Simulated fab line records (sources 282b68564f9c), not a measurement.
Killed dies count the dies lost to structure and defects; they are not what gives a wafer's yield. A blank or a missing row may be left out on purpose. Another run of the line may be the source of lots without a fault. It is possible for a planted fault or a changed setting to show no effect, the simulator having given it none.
Problem report, 8D (eight disciplines) form, completed by code ; flow rit_cmos ; the parts of the form that need people (team, actions taken, sign-off) are left out

== 1. PROBLEM STATEMENT ==
Mean GATE_OXIDE_THK at RIT_GATE_THK_MEAS_07: 1.97 nm over 6 wafers in 2 lots; fault-free wafers: 2.77 nm, standard deviation 0.053. That is -15 standard deviations from the usual mean.
Earliest sighting: wafer L870.2 on film_metro-04 at day 4 21:34. Wafers with a number at this step in the record: 42, from 14 lots. Rule for "out" (also "out of limits"): further than 4 standard deviations from the usual mean. All remaining wafers that have a number are taken as sound.

== 2. WHAT IT IS, WHAT IT ISN'T ==
question;is;is not
which readings at this step;GATE_OXIDE_THK;-
which lots;L870, L874;L860, L861, L863, L865, L866, L867, L868, L876, L877, L878, L879, L883
which wafers of those lots;all that have a number;-
read on which gauges;film_metro-03, film_metro-04;film_metro-01
when;from day 4 21:34;"up to then (21 sound wafers); but 15 sound wafers of L876, L877, L878, L879, L883 came after"

== 3. WHAT RULES OUT EACH SUSPECT ==
Counting: a tool stays on the suspect list if, at a process step up to the reading, it processed all lots that are out and no sound lot following the first of them.
- the gauge at RIT_GATE_THK_MEAS_07 is ruled out. The wafers that are out were read on 2 gauges (film_metro-03, film_metro-04).
- furnace-04 at RIT_GATE_OXIDATION_05 (target thk 3 nm, ox time 270 s): kept. Every lot that is out went through it, starting with L870 (day 4 18:17), and after that it ran no sound lot; the last sound lot it ran before then is L868 (day 4 08:59).
The count leaves furnace-04 at RIT_GATE_OXIDATION_05.

== 4. THE CAUSE (what the simulator had put in) ==
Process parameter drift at RIT_GATE_OXIDATION_05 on furnace-04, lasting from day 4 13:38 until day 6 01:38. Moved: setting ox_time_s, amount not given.
Counting left only this tool.

== 5. THE CHAIN OF EFFECTS, in route order ==
Each row: a reading where the mean over the struck wafers with a number is more than 3 standard deviations away from the usual. Only readings whose record carries a usual standard deviation are examined. hours: median over the lots of the time between each lot's start at the first step of this table that gives one and its start at this step. sigmas: the change, counted in usual standard deviations.
hours;step;reading;usual;on struck wafers;change;sigmas
0;RIT_GATE_THK_MEAS_07;GATE_OXIDE_THK;2.77 nm;1.97;-0.80;-15
Later steps that measure or inspect, where all struck wafers having a row at the step show a number for every such reading and not one has moved that far: RIT_SPACER_THK_MEAS_04, RIT_SILICIDE_RS_MEAS_02.

== 6. HOW IT WOULD HAVE BEEN CAUGHT EARLIER ==
8 hours passed between the start of the fault at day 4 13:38 and the first reading out of limits at a measuring or inspecting step in this record, taken at day 4 21:34.
Tool readings at RIT_GATE_OXIDATION_05 with a usual standard deviation given in the record: none out on any struck wafer, hence no alarm at a limit of 4 standard deviations on them.
Of the lots that are out (2), L874 began RIT_GATE_OXIDATION_05 on furnace-04 after day 4 21:34. A tool hold placed at that time would have kept it from harm.
